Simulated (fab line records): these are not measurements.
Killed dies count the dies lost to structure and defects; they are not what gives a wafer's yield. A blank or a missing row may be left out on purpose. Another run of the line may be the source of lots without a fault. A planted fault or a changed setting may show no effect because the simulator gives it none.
Which of the tools did it? || flow berkeleyCmos170 || 39 wafers sampled from 13 lots at 1 step of a route of 331

WHAT THE GAUGES READ, wafer by wafer
UCB170_PWELL_OVL_MEAS_13.
{"lot": "L582", "measured": "day 4 00:38", "on": "overlay-01", "PWELL_OVL (nm)": "-2 3 -10"}
{"lot": "L581", "measured": "day 4 00:50", "on": "overlay-02", "PWELL_OVL (nm)": "3 9 -4"}
{"lot": "L584", "measured": "day 4 11:03", "on": "overlay-02", "PWELL_OVL (nm)": "-12 0 -8"}
{"lot": "L585", "measured": "day 4 23:10", "on": "overlay-02", "PWELL_OVL (nm)": "-1 0 3"}
{"lot": "L586", "measured": "day 5 03:53", "on": "overlay-02", "PWELL_OVL (nm)": "1 5 5"}
{"lot": "L589", "measured": "day 5 04:22", "on": "overlay-02", "PWELL_OVL (nm)": "-9 -14 -22"}
{"lot": "L593", "measured": "day 6 06:37", "on": "overlay-01", "PWELL_OVL (nm)": "-5 -4 4"}
{"lot": "L595", "measured": "day 6 11:11", "on": "overlay-01", "PWELL_OVL (nm)": "1 11 10"}
{"lot": "L596", "measured": "day 6 14:52", "on": "overlay-02", "PWELL_OVL (nm)": "2 2 3"}
{"lot": "L598", "measured": "day 6 22:13", "on": "overlay-02", "PWELL_OVL (nm)": "2 -6 7"}
{"lot": "L601", "measured": "day 7 12:08", "on": "overlay-02", "PWELL_OVL (nm)": "-1 6 8"}
{"lot": "L599", "measured": "day 7 12:18", "on": "overlay-02", "PWELL_OVL (nm)": "4 1 2"}
{"lot": "L600", "measured": "day 7 12:27", "on": "overlay-01", "PWELL_OVL (nm)": "4 6 2"}

WHAT TOOL EACH LOT RAN ON (gives the tool, then ch and the chambers of the sampled wafers, and finally the start)
There is no process step in the record ahead of these readings.

WHAT THE TOOLS THEMSELVES READ (means of the sampled wafers that have a number; where no wafer has one, the mark that the record gives instead)
The record holds no such reading with a usual standard deviation.

THE ANSWER, worked out from the rows above alone
Rule: usual is defined by the lots themselves. Put in order of their means at a reading, lots are off if they are a third of the lots or fewer, leave a main group of 4 or more, and stand apart from it by a gap of 3 or more times the standard deviation of the main group's means; of several such gaps the widest counts. If all means in a main group match to the digits the tables above print for the reading, that group is not used. Also off: a lot with no number at a reading for which 4 or more lots have one. Where the step has rows for the other lots, those lots are counted as sound. Order of review: gauges by route order, followed by the tools' own readings, for which a lot's mean as printed above is used. The first step at which some lot is off is used, and at that step the reading that is off furthest; a lot without a number counts as furthest.
No lot is off on any of the readings shown, so nothing can be concluded from this.

WHAT THE SIMULATOR HAD PUT IN
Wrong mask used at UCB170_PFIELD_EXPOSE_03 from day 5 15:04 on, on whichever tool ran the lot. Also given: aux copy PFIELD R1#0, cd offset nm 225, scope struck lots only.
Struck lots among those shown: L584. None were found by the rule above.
